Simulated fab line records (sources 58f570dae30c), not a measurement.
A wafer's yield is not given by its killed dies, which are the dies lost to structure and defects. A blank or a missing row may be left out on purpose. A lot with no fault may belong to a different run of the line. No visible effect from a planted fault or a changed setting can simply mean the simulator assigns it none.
2 desks, one fault / flow berkeleyCmos170 / every desk sees just its own numbers, and what lay behind them comes last

## TOOL OWNER'S DESK, lpcvd-02
The tool's own readings at UCB170_PWELL_CVD_05 (deposits Si3N4 from SiH2Cl2/NH3, target thk 220 nm, time 3300 s): means of the sampled wafers that have a number, for each lot that ran on this tool. A lot is out of limits, marked OUT, if its mean lies more than 4 standard deviations from the usual mean; the brackets give that distance.
Columns: A = spikeTcSourceC at UCB170_PWELL_CVD_05, usual 822.0 C; B = zonePowerSourcePct at UCB170_PWELL_CVD_05, usual 19.6 %
lot=L914; first seen here=day 4 12:07; A=820.7; B=20.1
lot=L915; first seen here=day 4 12:07; A=819.2; B=19.9
lot=L917; first seen here=day 5 00:40; A=819.7; B=20.2
lot=L918; first seen here=day 5 00:40; A=818.7; B=20.2
Result from this desk: across the 4 lots, nothing is out of limits.

## AT THE METROLOGY DESK
What the gauges read for every lot (on any tool): the sampled wafers with a number, averaged. A lot is out of limits, marked OUT, if its mean lies more than 4 standard deviations from the usual mean; the brackets give that distance.
Columns: A = NWELL_OXIDE_THK at UCB170_NWELL_THK_MEAS_02, usual 26.4 nm; B = NWELL_OVL at UCB170_NWELL_OVL_MEAS_12, usual 0 nm; C = PWELL_NITRIDE_THK at UCB170_PWELL_THK_MEAS_06, usual 221.1 nm; D = PFIELD_OVL at UCB170_PFIELD_OVL_MEAS_06, usual 3 nm
lot=L909; first seen here=day 2 01:25; A=26.9; B=-5; C=220.5; D=9
lot=L910; first seen here=day 2 14:50; A=26.7; B=-2; C=220.9; D=9
lot=L911; first seen here=day 2 14:50; A=26.7; B=-4; C=218.7; D=-5
lot=L912; first seen here=day 2 21:41; A=26.3; B=3; C=222.0; D=15
lot=L913; first seen here=day 2 21:41; A=26.2; B=-11; C=221.4; D=6
lot=L914; first seen here=day 3 10:58; A=26.7; B=0; C=220.2; D=7
lot=L915; first seen here=day 3 10:59; A=26.1; B=7; C=221.1; D=5
lot=L917; first seen here=day 4 02:05; A=25.6; B=-1; C=121.9 (-47) OUT; D=3
lot=L918; first seen here=day 4 02:06; A=26.4; B=-4; C=122.0 (-47) OUT; D=-3
lot=L924; first seen here=day 5 08:55; A=26.1; B=-1; C=222.6; D=7
lot=L925; first seen here=day 5 13:26; A=26.4; B=3; C=220.2; D=-5
lot=L927; first seen here=day 6 01:12; A=26.6; B=7; C=220.3; D=5
lot=L928; first seen here=day 6 01:12; A=27.4; B=10; C=219.8; D=7
lot=L932; first seen here=day 7 04:19; A=25.4; B=-5; C=220.2; D=-0
This desk finds L917, L918 out of limits, with the earliest case on L917 at day 5 02:35 (PWELL_NITRIDE_THK at UCB170_PWELL_THK_MEAS_06). L909, L910, L911, L912, L913, L914, L915, L924, L925, L927, L928, L932 stayed within limits.

## BROUGHT TOGETHER
L917, L918 would have let the metrology desk raise an alarm at day 5 02:35.
The tool owner's desk saw nothing out of limits.
The tool owner's desk has L917, L918 on record, within its limits.
On lpcvd-02, each named lot ran UCB170_PWELL_CVD_05.

## WHAT THE SIMULATOR HAD PUT IN
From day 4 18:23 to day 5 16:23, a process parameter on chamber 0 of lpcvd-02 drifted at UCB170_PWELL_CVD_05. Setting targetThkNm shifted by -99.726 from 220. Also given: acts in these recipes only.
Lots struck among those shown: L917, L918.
Delay in hours, fault start to first out-of-limits reading, per desk: metrology desk 8.
